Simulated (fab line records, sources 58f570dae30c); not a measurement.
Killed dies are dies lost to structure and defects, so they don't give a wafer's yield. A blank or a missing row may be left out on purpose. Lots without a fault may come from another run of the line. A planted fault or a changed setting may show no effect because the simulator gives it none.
Problem report in the 8D (eight disciplines) form, filled by code | flow berkeley_cmos170 | the parts of the form that need people (team, actions taken, sign-off) are left out

1. THE PROBLEM
dose_ions_cm2 at UCB170_PVT_IMPLANT_07 reads a mean of 2.0247e+12 on 6 wafers of 2 lots; wafers without a fault read 1.9998e+12 with a standard deviation of 2.3e+09. That is +11 standard deviations from the usual mean.
First seen on wafer L981.2, day 8 22:51, on implanter-04. The record holds 42 wafers of 14 lots with a number at this step. Rule for "out", or "out of limits": more than 4 standard deviations from the usual mean. The other wafers with a number count as sound.

2. WHAT IT IS AND WHAT IT IS NOT
question                    | is                     | is not
which readings at this step | dose_ions_cm2          | beam_on_s, faraday_current_uA, tilt_deg
which lots                  | L981, L985             | L969, L970, L971, L972, L973, L975, L977, L983, L987, L989, L991, L992
which wafers of those lots  | all that have a number | -
read on which tools         | implanter-04           | implanter-01, implanter-03
when                        | from day 8 22:51       | up to then (21 sound wafers); but 15 sound wafers of L983, L987, L989, L991, L992 came after

3. SUSPECTS, AND WHAT RULES EACH OUT
Counting: a tool at a process step up to the reading stays a suspect if it ran every lot that is out and no sound lot after the first of them.
- implanter-04 at UCB170_PVT_IMPLANT_07: kept. It ran every lot that is out, first L981 (day 8 22:51), and no sound lot after that; its last sound lot up to then is L975 (day 7 20:26). Its own readings are out on those wafers: dose_ions_cm2.
Left after counting: implanter-04 at UCB170_PVT_IMPLANT_07.

4. THE CAUSE (what the simulator had put in)
Process parameter drift: implanter-04, from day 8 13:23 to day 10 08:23, at UCB170_PVT_IMPLANT_07. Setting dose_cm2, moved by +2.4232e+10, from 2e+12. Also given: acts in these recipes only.
Counting left only this tool.

5. THE CHAIN OF EFFECTS, in route order
Each row: a reading whose mean over the struck wafers that have a number lies more than 3 standard deviations from the usual. Only readings for which the record gives a usual standard deviation are gone through. hours: the time from each lot's start at the first step in this table that gives one to its start at this step, as a median over the lots. sigmas: the change in usual standard deviations.
hours | step                  | reading       | usual      | on struck wafers | change      | sigmas
0     | UCB170_PVT_IMPLANT_07 | dose_ions_cm2 | 1.9998e+12 | 2.0247e+12       | +2.4867e+10 | +11
The process steps in it:
- UCB170_PVT_IMPLANT_07
Later measuring or inspecting steps at which every struck wafer that the step has a row for has a number for every such reading, and none has moved that far: UCB170_PVT_TW_MEAS_09, UCB170_GATE_THK_MEAS_02.

6. WHAT WOULD HAVE CAUGHT IT SOONER
In this record the first reading out of limits was taken at day 8 22:51, 9 hours after the fault began at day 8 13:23.
